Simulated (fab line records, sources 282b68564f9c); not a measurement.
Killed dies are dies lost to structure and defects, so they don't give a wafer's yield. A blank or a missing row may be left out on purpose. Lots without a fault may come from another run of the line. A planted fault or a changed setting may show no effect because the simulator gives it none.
Chamber matching | flow rit_cmos | RIT_GATE_ETCH_19 on rie_si-01: 4 sister chambers
The step etches poly-Si in SF6/CHF3/O2, stops on SiO2, time 165 s, target depth 312.5 nm. 4 wafers are shown with their chamber, then 7 later ones without.

WAFERS WITH THEIR CHAMBER
wafer  | chamber | throttle_valve_pct (%)
L908.1 | 3       | 10.43
L910.2 | 1       | 10.15
L912.2 | 2       | 10.22
L912.3 | 0       | 10.18

WAFERS WITHOUT THEIR CHAMBER
wafer  | throttle_valve_pct (%)
L912.5 | 10.13
L916.4 | 10.19
L916.5 | 10.15
L916.6 | 10.21
L922.1 | 10.23
L922.2 | 10.44
L922.3 | 10.21

WHICH CHAMBER EACH WENT THROUGH
wafer  | from the rows above     | in truth
L912.5 | 1                       | 1
L916.4 | can't be placed: 0 or 2 | 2
L916.5 | 1                       | 1
L916.6 | can't be placed: 2 or 0 | 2
L922.1 | 2                       | 2
L922.2 | 3                       | 3
L922.3 | can't be placed: 2 or 0 | 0
Placed correctly: 4 of 7. Can't be placed from these rows: 3 (the true chamber is among the candidates in 3). Placed wrongly: 0.
How it was worked out, from the rows above alone: a wafer's distance from a chamber is the root of the sum, over the readings, of the square of ((its reading less the chamber's mean) divided by the reading's scatter). The wafer belongs to the nearest chamber; if the next one is less than 2 further off, it can't be placed. A chamber's mean is the mean of its shown wafers. The scatter: with one shown wafer a chamber, the root of the mean of the squares of how far each hidden wafer lies from its nearest shown one.
